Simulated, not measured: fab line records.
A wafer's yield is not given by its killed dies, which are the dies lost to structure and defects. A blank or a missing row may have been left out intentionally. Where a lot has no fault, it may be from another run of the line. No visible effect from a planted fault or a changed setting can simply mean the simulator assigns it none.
Which tool is to blame? / flow berkeley-cmos170 / 14 lots with 42 wafers sampled at 4 steps, on a route of 331 steps

WHAT THE GAUGES SHOWED, per wafer
UCB170_PLDD_TW_MEAS_11.
lot=L868; measured=day 7 02:44; on=film-metro-01; PLDD_TW=1013 1009 1004
lot=L869; measured=day 7 17:55; on=film-metro-02; PLDD_TW=1003 1005 1001
lot=L870; measured=day 7 18:12; on=film-metro-01; PLDD_TW=1013 1009 1011
lot=L871; measured=day 8 05:58; on=film-metro-04; PLDD_TW=1005 1003 1007
lot=L873; measured=day 8 13:32; on=film-metro-04; PLDD_TW=1005 1009 1006
lot=L874; measured=day 8 14:13; on=film-metro-02; PLDD_TW=1001 1001 1001
lot=L877; measured=day 9 12:16; on=film-metro-01; PLDD_TW=1003 1006 1009
lot=L879; measured=day 9 21:37; on=film-metro-02; PLDD_TW=992 995 996
lot=L880; measured=day 10 09:24; on=film-metro-01; PLDD_TW=1008 1003 1005
lot=L882; measured=day 10 14:44; on=film-metro-01; PLDD_TW=1010 1011 1011
lot=L884; measured=day 11 06:21; on=film-metro-04; PLDD_TW=998 1001 1000
lot=L886; measured=day 11 17:53; on=film-metro-04; PLDD_TW=1004 1003 1000
lot=L888; measured=day 12 05:31; on=film-metro-01; PLDD_TW=1005 1008 1003
lot=L891; measured=day 13 02:42; on=film-metro-01; PLDD_TW=1005 1009 1003

WHICH TOOL RAN EACH LOT (tool, then ch and the chambers of the sampled wafers, then the start)
lot=L868; UCB170_NWELL_STRIP_15=plasma-asher-01 ch 1, day 2 13:26; UCB170_NVT_IMPLANT_07=implanter-02 ch 0, day 6 04:42; UCB170_PVT_STRIP_08=plasma-asher-04 ch 0,1, day 6 07:28
lot=L869; UCB170_NWELL_STRIP_15=plasma-asher-03 ch 0,1, day 2 20:25; UCB170_NVT_IMPLANT_07=implanter-01 ch 0, day 6 14:09; UCB170_PVT_STRIP_08=plasma-asher-03 ch 0,1, day 6 16:11
lot=L870; UCB170_NWELL_STRIP_15=plasma-asher-01 ch 0,1, day 2 20:25; UCB170_NVT_IMPLANT_07=implanter-03 ch 0, day 6 13:53; UCB170_PVT_STRIP_08=plasma-asher-04 ch 0,1, day 6 15:50
lot=L871; UCB170_NWELL_STRIP_15=plasma-asher-03 ch 0,1, day 3 05:02; UCB170_NVT_IMPLANT_07=implanter-03 ch 0, day 7 05:01; UCB170_PVT_STRIP_08=plasma-asher-02 ch 0,1, day 7 06:40
lot=L873; UCB170_NWELL_STRIP_15=plasma-asher-01 ch 0,1, day 3 12:05; UCB170_NVT_IMPLANT_07=implanter-03 ch 0, day 7 14:50; UCB170_PVT_STRIP_08=plasma-asher-02 ch 0,1, day 7 17:27
lot=L874; UCB170_NWELL_STRIP_15=plasma-asher-02 ch 0,1, day 3 12:22; UCB170_NVT_IMPLANT_07=implanter-01 ch 0, day 7 14:41; UCB170_PVT_STRIP_08=plasma-asher-03 ch 0,1, day 7 17:36
lot=L877; UCB170_NWELL_STRIP_15=plasma-asher-02 ch 0,1, day 4 10:55; UCB170_NVT_IMPLANT_07=implanter-01 ch 0, day 8 13:50; UCB170_PVT_STRIP_08=plasma-asher-03 ch 0,1, day 8 16:42
lot=L879; UCB170_NWELL_STRIP_15=plasma-asher-01 ch 0,1, day 4 17:14; UCB170_NVT_IMPLANT_07=implanter-03 ch 0, day 9 02:57; UCB170_PVT_STRIP_08=plasma-asher-03 ch 0,1, day 9 04:54
lot=L880; UCB170_NWELL_STRIP_15=plasma-asher-02 ch 0, day 5 00:21; UCB170_NVT_IMPLANT_07=implanter-03 ch 0, day 9 11:38; UCB170_PVT_STRIP_08=plasma-asher-02 ch 0,1, day 9 13:28
lot=L882; UCB170_NWELL_STRIP_15=plasma-asher-02 ch 0,1, day 5 08:31; UCB170_NVT_IMPLANT_07=implanter-03 ch 0, day 9 18:03; UCB170_PVT_STRIP_08=plasma-asher-03 ch 0,1, day 9 19:41
lot=L884; UCB170_NWELL_STRIP_15=plasma-asher-02 ch 0,1, day 5 17:34; UCB170_NVT_IMPLANT_07=implanter-01 ch 0, day 10 02:49; UCB170_PVT_STRIP_08=plasma-asher-03 ch 0,1, day 10 04:25
lot=L886; UCB170_NWELL_STRIP_15=plasma-asher-01 ch 0,1, day 6 03:24; UCB170_NVT_IMPLANT_07=implanter-02 ch 0, day 10 16:17; UCB170_PVT_STRIP_08=plasma-asher-02 ch 0,1, day 10 17:57
lot=L888; UCB170_NWELL_STRIP_15=plasma-asher-03 ch 0,1, day 6 20:59; UCB170_NVT_IMPLANT_07=implanter-02 ch 0, day 11 08:02; UCB170_PVT_STRIP_08=plasma-asher-03 ch 0,1, day 11 09:58
lot=L891; UCB170_NWELL_STRIP_15=plasma-asher-01 ch 0, day 7 11:50; UCB170_NVT_IMPLANT_07=implanter-01 ch 0, day 11 23:11; UCB170_PVT_STRIP_08=plasma-asher-03 ch 0, day 12 00:53
- UCB170_NWELL_STRIP_15: strips in O2.
- UCB170_NVT_IMPLANT_07
- UCB170_PVT_STRIP_08: strips in O2.

AS READ BY THE TOOLS THEMSELVES (means over the sampled wafers that have a number; for cases with no such wafer, the mark the record gives instead)
UCB170_NWELL_STRIP_15.
lot=L868; tool=plasma-asher-01; drypump-motor-current-A (A)=5.7; oes-product-au (a.u.)=0.726; strip-time-to-endpoint-s (s)=18.06
lot=L869; tool=plasma-asher-03; drypump-motor-current-A (A)=6.1; oes-product-au (a.u.)=0.720; strip-time-to-endpoint-s (s)=18.05
lot=L870; tool=plasma-asher-01; drypump-motor-current-A (A)=5.5; oes-product-au (a.u.)=0.717; strip-time-to-endpoint-s (s)=18.12
lot=L871; tool=plasma-asher-03; drypump-motor-current-A (A)=6.1; oes-product-au (a.u.)=0.723; strip-time-to-endpoint-s (s)=17.97
lot=L873; tool=plasma-asher-01; drypump-motor-current-A (A)=5.3; oes-product-au (a.u.)=0.724; strip-time-to-endpoint-s (s)=18.08
lot=L874; tool=plasma-asher-02; drypump-motor-current-A (A)=5.3; oes-product-au (a.u.)=0.723; strip-time-to-endpoint-s (s)=17.98
lot=L877; tool=plasma-asher-02; drypump-motor-current-A (A)=5.3; oes-product-au (a.u.)=0.721; strip-time-to-endpoint-s (s)=18.01
lot=L879; tool=plasma-asher-01; drypump-motor-current-A (A)=5.5; oes-product-au (a.u.)=0.717; strip-time-to-endpoint-s (s)=18.01
lot=L880; tool=plasma-asher-02; drypump-motor-current-A (A)=5.3; oes-product-au (a.u.)=0.717; strip-time-to-endpoint-s (s)=17.84
lot=L882; tool=plasma-asher-02; drypump-motor-current-A (A)=5.2; oes-product-au (a.u.)=0.715; strip-time-to-endpoint-s (s)=17.97
lot=L884; tool=plasma-asher-02; drypump-motor-current-A (A)=5.2; oes-product-au (a.u.)=0.717; strip-time-to-endpoint-s (s)=18.03
lot=L886; tool=plasma-asher-01; drypump-motor-current-A (A)=5.5; oes-product-au (a.u.)=0.717; strip-time-to-endpoint-s (s)=17.93
lot=L888; tool=plasma-asher-03; drypump-motor-current-A (A)=5.7; oes-product-au (a.u.)=0.719; strip-time-to-endpoint-s (s)=17.98
lot=L891; tool=plasma-asher-01; drypump-motor-current-A (A)=5.1; oes-product-au (a.u.)=0.717; strip-time-to-endpoint-s (s)=17.95

UCB170_NVT_IMPLANT_07.
lot=L868 tool=implanter-02 beam-energy-keV=50.012
lot=L869 tool=implanter-01 beam-energy-keV=49.997
lot=L870 tool=implanter-03 beam-energy-keV=49.998
lot=L871 tool=implanter-03 beam-energy-keV=50.015
lot=L873 tool=implanter-03 beam-energy-keV=49.999
lot=L874 tool=implanter-01 beam-energy-keV=49.993
lot=L877 tool=implanter-01 beam-energy-keV=50.004
lot=L879 tool=implanter-03 beam-energy-keV=46.313
lot=L880 tool=implanter-03 beam-energy-keV=46.270
lot=L882 tool=implanter-03 beam-energy-keV=46.308
lot=L884 tool=implanter-01 beam-energy-keV=50.028
lot=L886 tool=implanter-02 beam-energy-keV=49.994
lot=L888 tool=implanter-02 beam-energy-keV=49.974
lot=L891 tool=implanter-01 beam-energy-keV=50.002

UCB170_PVT_STRIP_08.
lot=L868; tool=plasma-asher-04; drypump-motor-current-A (A)=5.7; oes-product-au (a.u.)=0.732; strip-time-to-endpoint-s (s)=21.76
lot=L869; tool=plasma-asher-03; drypump-motor-current-A (A)=5.7; oes-product-au (a.u.)=0.732; strip-time-to-endpoint-s (s)=21.69
lot=L870; tool=plasma-asher-04; drypump-motor-current-A (A)=5.7; oes-product-au (a.u.)=0.732; strip-time-to-endpoint-s (s)=21.59
lot=L871; tool=plasma-asher-02; drypump-motor-current-A (A)=5.3; oes-product-au (a.u.)=0.737; strip-time-to-endpoint-s (s)=21.67
lot=L873; tool=plasma-asher-02; drypump-motor-current-A (A)=5.3; oes-product-au (a.u.)=0.733; strip-time-to-endpoint-s (s)=21.63
lot=L874; tool=plasma-asher-03; drypump-motor-current-A (A)=6.1; oes-product-au (a.u.)=0.737; strip-time-to-endpoint-s (s)=21.67
lot=L877; tool=plasma-asher-03; drypump-motor-current-A (A)=5.7; oes-product-au (a.u.)=0.733; strip-time-to-endpoint-s (s)=21.68
lot=L879; tool=plasma-asher-03; drypump-motor-current-A (A)=5.7; oes-product-au (a.u.)=0.737; strip-time-to-endpoint-s (s)=21.51
lot=L880; tool=plasma-asher-02; drypump-motor-current-A (A)=5.3; oes-product-au (a.u.)=0.735; strip-time-to-endpoint-s (s)=21.68
lot=L882; tool=plasma-asher-03; drypump-motor-current-A (A)=6.1; oes-product-au (a.u.)=0.739; strip-time-to-endpoint-s (s)=21.66
lot=L884; tool=plasma-asher-03; drypump-motor-current-A (A)=6.1; oes-product-au (a.u.)=0.734; strip-time-to-endpoint-s (s)=21.52
lot=L886; tool=plasma-asher-02; drypump-motor-current-A (A)=5.2; oes-product-au (a.u.)=0.739; strip-time-to-endpoint-s (s)=21.64
lot=L888; tool=plasma-asher-03; drypump-motor-current-A (A)=5.7; oes-product-au (a.u.)=0.728; strip-time-to-endpoint-s (s)=21.73
lot=L891; tool=plasma-asher-03; drypump-motor-current-A (A)=6.5; oes-product-au (a.u.)=0.738; strip-time-to-endpoint-s (s)=21.62

THE ANSWER, worked out from the rows above alone
Rule: the usual values come from the lots themselves. The widest of any qualifying gaps counts: lots, ordered by their means at a reading, are off when they make up no more than a third of the lots, leave a main group of 4 or more, and stand apart from it by 3 or more times the standard deviation of that group's means. The tables above print the reading to a certain number of digits; a main group whose means all agree to those digits is not used. Also off: a lot with no number at a reading for which 4 or more lots have one. Any other lot the step has rows for is counted as sound. Order of review: gauges by route order, followed by the tools' own readings, for which a lot's mean as printed above is used. At the first step where some lot is off, the reading lying furthest off is the one used; lots without a number count as furthest.
Off: L879, L880, L882, at UCB170_NVT_IMPLANT_07 (beam-energy-keV). Mean 50.001 and standard deviation 0.013 in the main group.
If a tool, at that step or one of the process steps before it, ran each lot that is off and ran no sound lot following the first of them, it fits. One fits: UCB170_NVT_IMPLANT_07 on implanter-03. Its last sound lot is L873 (day 7 14:50), its first lot that is off L879 (day 9 02:57): a fault that began between those two fits.
On the lots that are off, the tool's own readings at UCB170_NVT_IMPLANT_07 differ by more than 5 times the standard deviation of the sound lots' means, which bears it out; beam-energy-keV reads 46.297 there versus 50.001 on the sound lots.

WHAT THE SIMULATOR PUT IN
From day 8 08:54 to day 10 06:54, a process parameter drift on implanter-03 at UCB170_NVT_IMPLANT_07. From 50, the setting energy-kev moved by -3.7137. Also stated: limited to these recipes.
Lots struck among those shown: L879, L880, L882. Same finding as the rule above.
